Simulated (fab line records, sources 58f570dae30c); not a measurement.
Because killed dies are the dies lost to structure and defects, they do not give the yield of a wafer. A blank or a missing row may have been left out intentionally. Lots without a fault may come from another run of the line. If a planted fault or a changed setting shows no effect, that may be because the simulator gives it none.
Matching of chambers ; flow berkeleyCmos170 ; 4 sister chambers for UCB170_V1_CMP_02 on cmp-01
The step polishes SiO2. 4 wafers are shown with their chamber, then 7 later ones without.

== WAFERS PAIRED WITH THEIR CHAMBERS ==
wafer;chamber;motorCurrentA (A)
L133.4;2;17.1
L133.5;1;15.5
L151.2;0;18.4
L151.3;3;15.8

== WAFERS WHOSE CHAMBER IS MISSING ==
wafer;motorCurrentA (A)
L151.6;16.1
L155.3;17.8
L155.5;15.5
L155.6;18.4
L152.2;16.6
L152.4;15.7
L152.5;16.9

== EACH ONE'S CHAMBER ==
wafer;from the rows above;in truth
L151.6;can't be placed: 3 or 1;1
L155.3;can't be placed: 0 or 2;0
L155.5;can't be placed: 1 or 3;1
L155.6;0;0
L152.2;can't be placed: 2 or 3 or 1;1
L152.4;can't be placed: 3 or 1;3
L152.5;2;2
2 of 7 placed correctly. Not placeable from these rows: 5 (in 5, the candidates include the true chamber). 0 placed wrongly.
How it was worked out, from the rows above alone: a wafer's distance from a chamber is the root of the sum, over the readings, of the square of ((its reading less the chamber's mean) divided by the reading's scatter). The wafer belongs to the nearest chamber; if the next one is less than 2 further off, it can't be placed. The mean given for a chamber averages the wafers shown for that chamber. The scatter: with one shown wafer a chamber, the root of the mean of the squares of how far each hidden wafer lies from its nearest shown one.
